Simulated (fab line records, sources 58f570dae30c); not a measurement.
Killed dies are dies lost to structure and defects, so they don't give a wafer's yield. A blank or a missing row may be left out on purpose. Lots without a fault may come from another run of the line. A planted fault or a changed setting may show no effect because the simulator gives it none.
fab line records | flow berkeley_cmos170
record lots=5 wafers=23
route steps=331 shown NWELL@28 ACTIVE@62 PFIELD@86 PLDD@148 NLDD@161 PSD@178 CONTACT@226 M1@238
start_h: hours from the record's first day to the start of the lot's first wafer shown | wait_h: hours since the lot's step before | " the same as in the row above | L1.1+2: a row that stands for several wafers | - no value, or no start given | * or withheld: withheld | < > ~ a bound
route shown NAME@n: a module of which the file shows steps, and the number in the route of the first | usual: mean/standard deviation of fault-free wafers | same: alike in all rows | chamber/n: place in a boat | sites: the reading at each site | _std_site: their standard deviation | _edge_site: outer sites' mean less inner sites' | radius_mm: how far each site lies from the wafer's centre | mask NAME#n: copy n | behind: the tool/chamber that last shaped the wafer | hold: why the lot was held/for how many hours/how that ended | device: the transistor (n, p or np) that didn't switch | end of line: the same wafers' tests at the end of the route | a step without rows: its recipe alone | killed: dies lost to structure and defects at the first sort, not the wafer's yield | map: a wafer's dies, x killed, . not, _ none there
set.NAME: the setting as run; set.NAME@STEP: as run at that earlier step | model.NAME: the simulator's own value behind a step, which no gauge read
lots whose settings were changed on purpose; a table a step, a row a wafer
## steps
# step UCB170_NWELL_IMPLANT_14
# recipe species=P dose_cm2=1e+13 energy_kev=150 tilt_deg=7
# columns lot.wafer tool chamber start_h wait_h set.energy_kev model.implant.drp_nm
L074.1+3+6 implanter-03 0 29.52 0.1 147.3 61.85
L074.4+5 " 0 " " 150 62.72
L077.1+3 implanter-02 0 46.40 0.1 144.9 61.05
L077.2+4+6 " 0 " " 150 62.72
L080.1+3+4+5+6 implanter-03 0 60.72 0.1 150 62.72
L083.1+3+4+5+6 implanter-02 0 78.15 0.1 150 62.72
L085.2+3+5 implanter-03 0 84.83 0.1 150 62.72
# step UCB170_ACTIVE_OXIDATION_02
# recipe temp_c=1000 ambient=O2 target_thk_a=264 ox_time_s=1260
# columns lot.wafer tool chamber start_h wait_h set.ox_time_s model.SiO2_of_ACTIVE_OXIDATION_02.thk_nm
L074.1 - - - 3.3 1403 27.01
L074.3 " - " " 1403 26.9
L074.4 " - " " 1403 27
L074.5 " - " " 1403 27.42
L074.6 " - " " 1403 27.09
L077.1 - - - 2.5 1416 28.86
L077.2 " - " " 1416 29.02
L077.3 " - " " 1416 28.85
L077.4 " - " " 1416 28.83
L077.6 " - " " 1416 28.9
L080.1 - - - 2.5 1339 26.65
L080.3 " - " " 1339 27.33
L080.4 " - " " 1339 26.99
L080.5 " - " " 1339 27.38
L080.6 " - " " 1339 27.24
L083.1+4 - - - 2.3 1198 24.97
L083.3 " - " " 1198 25.22
L083.5 " - " " 1198 25.61
L083.6 " - " " 1198 25.55
L085.2 furnace-03 0 117.86 2.3 1260 26.56
L085.3 " 0 " " 1260 26.22
L085.5 " 0 " " 1260 26.63
# step UCB170_PFIELD_IMPLANT_07
# recipe species=B dose_cm2=2e+13 energy_kev=80 tilt_deg=7
# columns lot.wafer tool chamber start_h wait_h set.dose_cm2
L074.1+5+6 implanter-01 0 76.29 0.0 2e+13
L074.3+4 " 0 " " 1.961e+13
L077.1+4 implanter-01 0 94.66 0.0 2e+13
L077.2+3+6 " 0 " " 1.951e+13
L080.1+4+5 implanter-01 0 105.17 0.0 2e+13
L080.3+6 " 0 " " 1.852e+13
L085.2+3+5 implanter-02 0 131.81 0.0 2e+13
L083.1+4+6 implanter-03 0 132.33 0.0 2.143e+13
L083.3+5 " 0 " " 2e+13
# step UCB170_PFIELD_STRIP_08
# recipe chemistry=O2 power_w=400 pressure_mtorr=3500 platen_temp_c=withheld o2_flow_sccm=400 overash_fraction=0.5
# step UCB170_PFIELD_TW_MEAS_09
# usual PFIELD_TW=599/6.2
# columns lot.wafer tool chamber start_h wait_h set.dose_cm2@PFIELD_IMPLANT_07 PFIELD_TW
L074.1 film_metro-02 - 76.54 0.1 2e+13 607
L074.3 " - " " 1.961e+13 604
L074.4 " - " " 1.961e+13 600
L074.5 " - " " 2e+13 605
L074.6 " - " " 2e+13 608
L077.1 film_metro-01 - 94.91 0.1 2e+13 593
L077.2 " - " " 1.951e+13 587
L077.3 " - " " 1.951e+13 585
L077.4 " - " " 2e+13 593
L077.6 " - " " 1.951e+13 584
L080.1 film_metro-01 - 105.42 0.1 2e+13 589
L080.3 " - " " 1.852e+13 579
L080.4 " - " " 2e+13 594
L080.5 " - " " 2e+13 592
L080.6 " - " " 1.852e+13 578
L085.2 film_metro-02 - 132.05 0.1 2e+13 603
L085.3 " - " " 2e+13 605
L085.5 " - " " 2e+13 603
L083.1 film_metro-01 - 132.58 0.1 2.143e+13 610
L083.3 " - " " 2e+13 597
L083.4 " - " " 2.143e+13 612
L083.5 " - " " 2e+13 595
L083.6 " - " " 2.143e+13 609
# step UCB170_PLDD_EXPOSE_03
# recipe mask_id=PSELECT na=0.5 sigma_outer=0.6 source_shape=conventional target_cd_nm=1200 dose_mj=30
# columns lot.wafer tool chamber start_h wait_h mask set.dose_mj
L074.1+3+6 krf_scanner-01 0 127.40 0.1 PSELECT#0 30.97
L074.4+5 " 0 " " PSELECT#0 30
L077.1+3+4 krf_scanner-02 0 144.55 0.1 PSELECT#0 28.66
L077.2+6 " 0 " " PSELECT#0 30
L080.1+4+6 krf_scanner-01 0 - - PSELECT#0 29.14
L080.3+5 " 0 " " PSELECT#0 30
L085.2+3+5 krf_scanner-02 0 177.47 0.2 PSELECT#0 30
L083.1+5 krf_scanner-01 0 177.84 0.2 PSELECT#0 31.04
L083.3+4+6 " 0 " " PSELECT#0 30
# step UCB170_PLDD_DEVELOP_05
# recipe developer=TMAH develop_time_s=45 resist=KrF dev_temp_c=21
# columns lot.wafer tool chamber start_h wait_h set.dev_temp_c
L074.1+5 litho_track-04 0 - - 21
L074.3+4+6 " 0 " " 23.13
L077.1+2+4 litho_track-01 0 - - 21
L077.3+6 " 0 " " 22.53
L080.1+4+5 litho_track-03 0 - - 24.16
L080.3+6 " 0 " " 21
L085.2+3+5 litho_track-01 0 - - 21
L083.1+3+6 litho_track-03 0 - - 24.24
L083.4+5 " 0 " " 21
# step UCB170_PLDD_CD_MEAS_06
# recipe target_cd_nm=1200
# usual cd_nm=1200.3/1.3
# columns lot.wafer tool chamber start_h wait_h set.dose_mj@PLDD_EXPOSE_03 cd_nm
L074.1 cd_sem-01 - 128.13 - 30.97 1207.0
L074.3 " - " " 30.97 1206.5
L074.4 " - " " 30 1198.3
L074.5 " - " " 30 1199.6
L074.6 " - " " 30.97 1206.2
L077.1 cd_sem-01 - 144.94 - 28.66 1192.7
L077.2 " - " " 30 1199.8
L077.3 " - " " 28.66 1192.4
L077.4 " - " " 28.66 1192.2
L077.6 " - " " 30 1201.6
L080.1 cd_sem-02 - 158.94 - 29.14 1191.7
L080.3 " - " " 30 1198.2
L080.4 " - " " 29.14 1192.8
L080.5 " - " " 30 1196.9
L080.6 " - " " 29.14 1191.5
L085.2 cd_sem-02 - 178.07 - 30 1200.3
L085.3 " - " " 30 1200.9
L085.5 " - " " 30 1200.6
L083.1 cd_sem-02 - 178.44 - 31.04 1205.3
L083.3 " - " " 30 1200.4
L083.4 " - " " 30 1201.3
L083.5 " - " " 31.04 1208.3
L083.6 " - " " 30 1199.2
# step UCB170_NLDD_EXPOSE_03
# recipe mask_id=NSELECT na=0.5 sigma_outer=0.6 source_shape=conventional target_cd_nm=1200 dose_mj=30
# columns lot.wafer tool chamber start_h wait_h mask set.dose_mj
L074.1+3+4+5+6 krf_scanner-02 0 129.70 0.2 NSELECT#0 30
L077.1+2 krf_scanner-01 0 146.18 0.1 NSELECT#0 30
L077.3+4+6 " 0 " " NSELECT#0 27.95
L080.1+3 krf_scanner-01 0 161.14 0.2 NSELECT#0 30
L080.4+5+6 " 0 " " NSELECT#0 31.43
L085.2+3+5 krf_scanner-02 0 179.47 0.2 NSELECT#0 30
L083.1+4 krf_scanner-01 0 179.84 0.2 NSELECT#0 30
L083.3+5+6 " 0 " " NSELECT#0 31.33
# step UCB170_NLDD_PEB_04
# recipe peb_temp_c=130 peb_time_s=withheld resist=KrF
# step UCB170_NLDD_DEVELOP_05
# recipe developer=TMAH develop_time_s=45 resist=KrF dev_temp_c=21
# step UCB170_NLDD_CD_MEAS_06
# recipe target_cd_nm=1200
# usual cd_nm=1199.6/1.6
# columns lot.wafer tool chamber start_h wait_h set.dose_mj@NLDD_EXPOSE_03 cd_nm
L074.1 cd_sem-02 - 130.36 - 30 1197.3
L074.3 " - " " 30 1197.9
L074.4 " - " " 30 1196.7
L074.5 " - " " 30 1197.4
L074.6 " - " " 30 1198.0
L077.1 cd_sem-01 - 146.57 - 30 1200.0
L077.2 " - " " 30 1196.5
L077.3 " - " " 27.95 1185.6
L077.4 " - " " 27.95 1184.1
L077.6 " - " " 27.95 1186.3
L080.1 cd_sem-02 - 162.21 - 30 1200.8
L080.3 " - " " 30 1199.5
L080.4 " - " " 31.43 1207.5
L080.5 " - " " 31.43 1208.0
L080.6 " - " " 31.43 1208.5
L085.2 cd_sem-01 - 179.86 - 30 1201.3
L085.3 " - " " 30 1201.2
L085.5 " - " " 30 1199.7
L083.1 cd_sem-01 - 180.23 - 30 1197.5
L083.3 " - " " 31.33 1205.6
L083.4 " - " " 30 1198.2
L083.5 " - " " 31.33 1207.7
L083.6 " - " " 31.33 1206.2
# step UCB170_PSD_EXPOSE_03
# recipe mask_id=PSELECT_MOD na=0.5 sigma_outer=0.6 source_shape=conventional target_cd_nm=1200 dose_mj=30
# columns lot.wafer tool chamber start_h wait_h mask set.dose_mj
L074.1+3 krf_scanner-01 0 136.04 0.2 PSELECT_MOD#0 31.08
L074.4+5+6 " 0 " " PSELECT_MOD#0 30
L077.1+3 krf_scanner-02 0 152.86 0.1 PSELECT_MOD#0 27.81
L077.2+4+6 " 0 " " PSELECT_MOD#0 30
L080.1+5+6 krf_scanner-01 0 167.18 0.5 PSELECT_MOD#0 30
L080.3+4 " 0 " " PSELECT_MOD#0 28.48
L085.2+3+5 krf_scanner-02 0 185.13 0.2 PSELECT_MOD#0 30
L083.1+3 krf_scanner-01 0 185.58 0.7 PSELECT_MOD#0 30
L083.4+5+6 " 0 " " PSELECT_MOD#0 30.64
# step UCB170_PSD_PEB_04
# recipe peb_temp_c=130 peb_time_s=withheld resist=KrF
# columns lot.wafer tool chamber start_h wait_h set.peb_temp_c
L074.1+3+4+5+6 litho_track-01 0 136.15 0.1 130
L077.1+2+3+4+6 litho_track-02 0 152.98 0.1 130
L080.1+4 litho_track-02 0 167.34 0.1 131.9
L080.3+5+6 " 0 " " 130
L085.2+3+5 litho_track-02 0 185.26 0.1 130
L083.1+4+6 litho_track-01 0 185.71 0.1 130
L083.3+5 " 0 " " 132.1
# step UCB170_PSD_DEVELOP_05
# recipe developer=TMAH develop_time_s=45 resist=KrF dev_temp_c=21
# step UCB170_PSD_CD_MEAS_06
# recipe target_cd_nm=1200
# usual cd_nm=1200.4/2
# columns lot.wafer tool chamber start_h wait_h set.dose_mj@PSD_EXPOSE_03 set.peb_temp_c@PSD_PEB_04 cd_nm
L074.1 cd_sem-01 - 136.43 - 31.08 130 1204.9
L074.3 " - " " 31.08 130 1204.3
L074.4 " - " " 30 130 1200.1
L074.5 " - " " 30 130 1201.9
L074.6 " - " " 30 130 1198.7
L077.1 cd_sem-01 - 153.25 - 27.81 130 1187.4
L077.2 " - " " 30 130 1201.7
L077.3 " - " " 27.81 130 1188.9
L077.4 " - " " 30 130 1202.3
L077.6 " - " " 30 130 1201.4
L080.1 cd_sem-01 - 167.64 - 30 131.9 1214.0
L080.3 " - " " 28.48 130 1192.3
L080.4 " - " " 28.48 131.9 1204.9
L080.5 " - " " 30 130 1201.7
L080.6 " - " " 30 130 1201.5
L085.2 cd_sem-01 - 185.53 - 30 130 1197.7
L085.3 " - " " 30 130 1198.1
L085.5 " - " " 30 130 1197.9
L083.1 cd_sem-01 - 185.99 - 30 130 1201.0
L083.3 " - " " 30 132.1 1214.3
L083.4 " - " " 30.64 130 1204.4
L083.5 " - " " 30.64 132.1 1218.5
L083.6 " - " " 30.64 130 1203.6
# step UCB170_CONTACT_COAT_10
# recipe resist=KrF spin_rpm=1500 resist_thk_nm=900
# columns lot.wafer tool chamber start_h wait_h set.spin_rpm model.KrF_of_CONTACT_COAT_10.thk_nm
L074.1 litho_track-03 0 - - 1500 904.3
L074.3 " 0 " " 1534 896.1
L074.4 " 0 " " 1534 895.3
L074.5 " 0 " " 1534 893.6
L074.6 " 0 " " 1500 905.5
L077.1 litho_track-02 0 - - 1500 895.7
L077.2 " 0 " " 1500 898.8
L077.3 " 0 " " 1500 896.4
L077.4 " 0 " " 1500 897.3
L077.6 " 0 " " 1500 894.5
L080.1 litho_track-03 0 - - 1500 901.3
L080.3 " 0 " " 1452 916.1
L080.4 " 0 " " 1500 899.2
L080.5 " 0 " " 1452 917.1
L080.6 " 0 " " 1500 902.1
L085.2+3 litho_track-04 0 - - 1500 901.4
L085.5 " 0 " " 1500 900.6
L083.1 litho_track-03 0 - - 1537 889.4
L083.3 " 0 " " 1500 898.2
L083.4 " 0 " " 1537 887.5
L083.5 " 0 " " 1537 889.1
L083.6 " 0 " " 1500 903.2
# step UCB170_M1_SPUTTER_00
# recipe material=Al target_thk_nm=600 time_s=80 power_w=6000 chamber_pressure_pa=0.5
# columns lot.wafer tool chamber start_h wait_h set.power_w model.Al_of_M1_SPUTTER_00.thk_nm
L074.1 pvd_sputter-03 - 147.90 0.0 6247 622.3
L074.3 " - " " 6000 588.5
L074.4 " - " " 6247 604.5
L074.5 " - " " 6000 592.2
L074.6 " - " " 6000 587.2
L077.1 pvd_sputter-04 - 167.10 0.0 5457 558.1
L077.2 " - " " 6000 603.7
L077.3 " - " " 6000 611.2
L077.4 " - " " 6000 600.3
L077.6 " - " " 5457 553.4
L080.1 pvd_sputter-01 - 178.42 0.0 6000 596.9
L080.3 " - " " 6000 601.8
L080.4 " - " " 6408 643.5
L080.5 " - " " 6000 600.9
L080.6 " - " " 6408 638.3
L085.2 pvd_sputter-04 - 198.52 0.0 6000 597.4
L085.3 " - " " 6000 599.4
L085.5 " - " " 6000 611.3
L083.1 pvd_sputter-01 - 198.83 0.0 6370 645.6
L083.3 " - " " 6370 653.3
L083.4 " - " " 6000 606.2
L083.5 " - " " 6370 641
L083.6 " - " " 6000 614
# step UCB170_M1_RS_MEAS_01
# recipe thk_meas_gauge=four-point-probe reads=Al_of_M1_SPUTTER_00
# usual M1_AL_RS=0.0484/0.00071
# columns lot.wafer tool chamber start_h wait_h set.power_w@M1_SPUTTER_00 M1_AL_RS[ohm/sq]
L074.1 film_metro-04 - 147.96 0.0 6247 0.0467
L074.3 " - " " 6000 0.0494
L074.4 " - " " 6247 0.0482
L074.5 " - " " 6000 0.0491
L074.6 " - " " 6000 0.0495
L077.1 film_metro-02 - 167.16 0.0 5457 0.0522
L077.2 " - " " 6000 0.0482
L077.3 " - " " 6000 0.0475
L077.4 " - " " 6000 0.0485
L077.6 " - " " 5457 0.0527
L080.1 film_metro-03 - 178.48 0.0 6000 0.0489
L080.3 " - " " 6000 0.0484
L080.4 " - " " 6408 0.0453
L080.5 " - " " 6000 0.0485
L080.6 " - " " 6408 0.0456
L085.2 film_metro-03 - 198.60 0.1 6000 0.0488
L085.3 " - " " 6000 0.0486
L085.5 " - " " 6000 0.0476
L083.1 film_metro-04 - 198.89 0.0 6370 0.0449
L083.3 " - " " 6370 0.0445
L083.4 " - " " 6000 0.0479
L083.5 " - " " 6370 0.0453
L083.6 " - " " 6000 0.0472
# step UCB170_M1_THK_MEAS_02
# recipe thk_meas_gauge=xrf reads=Al_of_M1_SPUTTER_00
# usual M1_AL_THK=597/9.7
# columns lot.wafer tool chamber start_h wait_h set.power_w@M1_SPUTTER_00 M1_AL_THK[nm]
L074.1 film_metro-04 - 148.08 0.1 6247 617
L074.3 " - " " 6000 581
L074.4 " - " " 6247 599
L074.5 " - " " 6000 586
L074.6 " - " " 6000 583
L077.1 film_metro-02 - 167.28 0.1 5457 553
L077.2 " - " " 6000 600
L077.3 " - " " 6000 609
L077.4 " - " " 6000 600
L077.6 " - " " 5457 554
L080.1 film_metro-03 - 178.60 0.1 6000 590
L080.3 " - " " 6000 598
L080.4 " - " " 6408 639
L080.5 " - " " 6000 594
L080.6 " - " " 6408 630
L085.2 film_metro-03 - 198.71 0.1 6000 588
L085.3 " - " " 6000 590
L085.5 " - " " 6000 605
L083.1 film_metro-04 - 199.01 0.1 6370 638
L083.3 " - " " 6370 651
L083.4 " - " " 6000 600
L083.5 " - " " 6370 636
L083.6 " - " " 6000 608
# step UCB170_M1_EXPOSE_06
# recipe mask_id=METAL1 target_cd_nm=700 na=0.5 sigma_outer=0.6 source_shape=conventional dose_mj=21
# columns lot.wafer tool chamber start_h wait_h mask set.dose_mj
L074.1+3+4+5+6 krf_scanner-02 0 148.59 - METAL1#0 21
L077.1+2+6 krf_scanner-01 0 168.14 - METAL1#0 21
L077.3+4 " 0 " " METAL1#0 22.16
L080.1+3+4 krf_scanner-01 0 179.35 - METAL1#0 22.37
L080.5+6 " 0 " " METAL1#0 21
L085.2+3+5 krf_scanner-01 0 199.81 - METAL1#0 21
L083.1+3+4+5+6 krf_scanner-01 0 200.43 - METAL1#0 21
# step UCB170_M1_PEB_07
# recipe peb_temp_c=130 peb_time_s=withheld resist=KrF
# step UCB170_M1_DEVELOP_08
# recipe developer=TMAH develop_time_s=45 resist=KrF dev_temp_c=21
# step UCB170_M1_CD_MEAS_09
# recipe target_cd_nm=700
# usual cd_nm=700.4/1.6
# columns lot.wafer tool chamber start_h wait_h set.dose_mj@M1_EXPOSE_06 cd_nm
L074.1 cd_sem-01 - 148.98 - 21 700.9
L074.3 " - " " 21 699.8
L074.4 " - " " 21 698.8
L074.5 " - " " 21 700.2
L074.6 " - " " 21 700.8
L077.1 cd_sem-01 - 168.72 - 21 697.4
L077.2 " - " " 21 697.1
L077.3 " - " " 22.16 688.0
L077.4 " - " " 22.16 688.3
L077.6 " - " " 21 697.1
L080.1 cd_sem-02 - 179.82 - 22.37 688.9
L080.3 " - " " 22.37 688.7
L080.4 " - " " 22.37 689.6
L080.5 " - " " 21 701.3
L080.6 " - " " 21 701.1
L085.2 cd_sem-02 - 200.72 - 21 699.2
L085.3 " - " " 21 701.7
L085.5 " - " " 21 700.4
L083.1 cd_sem-02 - 201.30 - 21 703.0
L083.3 " - " " 21 701.3
L083.4 " - " " 21 702.3
L083.5 " - " " 21 702.7
L083.6 " - " " 21 701.3
# step UCB170_M1_ETCH_11
# recipe chemistry=N2/H2 target_depth_a=withheld overetch_a=withheld target=BARC time_s=withheld source_w=500 bias_w=102.7 pressure_mtorr=30 n2_flow_sccm=100 h2_flow_sccm=200
# columns lot.wafer tool chamber start_h wait_h set.dose_mj@M1_EXPOSE_06 model.M1.cd_nm
L074.1 rie_diel-04 2 149.14 0.0 21 700.4
L074.3 " 3 " " 21 700.5
L074.4 " 2 " " 21 698.2
L074.5 " 0 " " 21 699.8
L074.6 " 3 " " 21 701.4
L077.1 rie_diel-01 3 168.88 0.0 21 697.1
L077.2 " 2 " " 21 697.9
L077.3 " 0 " " 22.16 689.1
L077.4 " 1 " " 22.16 687.1
L077.6 " 2 " " 21 697.8
L080.1 rie_diel-02 1 179.98 0.0 22.37 690
L080.3 " 0 " " 22.37 689.7
L080.4 " 3 " " 22.37 689.9
L080.5 " 3 " " 21 702
L080.6 " 2 " " 21 702.2
L085.2 rie_diel-02 0 200.86 0.0 21 699.1
L085.3 " 3 " " 21 701.3
L085.5 " 0 " " 21 700.4
L083.1 rie_diel-04 2 201.46 0.0 21 702.9
L083.3 " 3 " " 21 702
L083.4 " 1 " " 21 702.2
L083.5 " 1 " " 21 703.1
L083.6 " 0 " " 21 701.9
# step UCB170_M1_METAL_ETCH_12
# recipe chemistry=Cl2/BCl3 target=Al stop_on=PSG pressure_mtorr=12 target_depth_a=7800 over_etch_frac=0.3 time_s=130 icp_w=600 bias_w=120 Cl2_flow_sccm=90 bcl3_flow_sccm=45
# columns lot.wafer tool chamber start_h wait_h set.time_s model.KrF_of_M1_COAT_04.thk_nm
L074.1 rie_metal-03 0 149.18 - 130 452.1
L074.3 " 1 " " 130 442.5
L074.4 " 0 " " 141.6 408.9
L074.5 " 0 " " 141.6 404.7
L074.6 " 1 " " 130 441.9
L077.1 rie_metal-03 0 168.92 - 130 -
L077.2 " 1 " " 130 435.8
L077.3 " 1 " " 130 434.2
L077.4 " 0 " " 140.9 400.1
L077.6 " 1 " " 140.9 -
L080.1 rie_metal-04 1 180.02 - 130 446.2
L080.3 " 0 " " 130 456.6
L080.4+6 " 1 " " 130 -
L080.5 " 0 " " 130 458.9
L085.2 rie_metal-03 0 200.90 - 130 436.7
L085.3 " 1 " " 130 426.1
L085.5 " 1 " " 130 428.9
L083.1+3+5 rie_metal-04 0,1,1 201.50 - 130 -
L083.4 " 0 " " 130 449.9
L083.6 " 0 " " 130 457.2
## key
split step=UCB170_NWELL_IMPLANT_14 setting=energy_kev stated=150 by=wafer
response step=UCB170_NWELL_IMPLANT_14 reading=model.implant.drp_nm change=+0.49 per=1% r=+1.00
split step=UCB170_ACTIVE_OXIDATION_02 setting=ox_time_s stated=1260 by=lot
response step=UCB170_ACTIVE_OXIDATION_02 reading=model.SiO2_of_ACTIVE_OXIDATION_02.thk_nm change=+0.16 per=1% r=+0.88
split step=UCB170_PFIELD_IMPLANT_07 setting=dose_cm2 stated=2e+13 by=wafer
response step=UCB170_PFIELD_TW_MEAS_09 reading=PFIELD_TW change=+1.93 per=1% r=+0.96
split step=UCB170_PLDD_EXPOSE_03 setting=dose_mj stated=30 by=wafer
response step=UCB170_PLDD_CD_MEAS_06 reading=cd_nm change=+1.97 per=1% r=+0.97
split step=UCB170_PLDD_DEVELOP_05 setting=dev_temp_c stated=21 by=wafer
response none clear
split step=UCB170_NLDD_EXPOSE_03 setting=dose_mj stated=30 by=wafer
response step=UCB170_NLDD_CD_MEAS_06 reading=cd_nm change=+1.84 per=1% r=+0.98
split step=UCB170_PSD_EXPOSE_03 setting=dose_mj stated=30 by=wafer
response step=UCB170_PSD_CD_MEAS_06 reading=cd_nm slope=+1.76 per=1% together_with=peb_temp_c@PSD_PEB_04 explained=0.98
split step=UCB170_PSD_PEB_04 setting=peb_temp_c stated=130 by=wafer
response step=UCB170_PSD_CD_MEAS_06 reading=cd_nm slope=+8.62 per=1% together_with=dose_mj@PSD_EXPOSE_03 explained=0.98
split step=UCB170_CONTACT_COAT_10 setting=spin_rpm stated=1500 by=wafer
response step=UCB170_CONTACT_COAT_10 reading=model.KrF_of_CONTACT_COAT_10.thk_nm change=-4.77 per=1% r=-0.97
split step=UCB170_M1_SPUTTER_00 setting=power_w stated=6000 by=wafer
response step=UCB170_M1_SPUTTER_00 reading=model.Al_of_M1_SPUTTER_00.thk_nm change=+5.73 per=1% r=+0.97
response step=UCB170_M1_RS_MEAS_01 reading=M1_AL_RS change=-0.000466 per=1% r=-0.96
response step=UCB170_M1_THK_MEAS_02 reading=M1_AL_THK change=+5.79 per=1% r=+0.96
split step=UCB170_M1_EXPOSE_06 setting=dose_mj stated=21 by=wafer
response step=UCB170_M1_CD_MEAS_09 reading=cd_nm change=-1.76 per=1% r=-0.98
response step=UCB170_M1_ETCH_11 reading=model.M1.cd_nm change=-1.81 per=1% r=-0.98
split step=UCB170_M1_METAL_ETCH_12 setting=time_s stated=130 by=wafer
response step=UCB170_M1_METAL_ETCH_12 reading=model.KrF_of_M1_COAT_04.thk_nm change=-4.28 per=1% r=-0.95
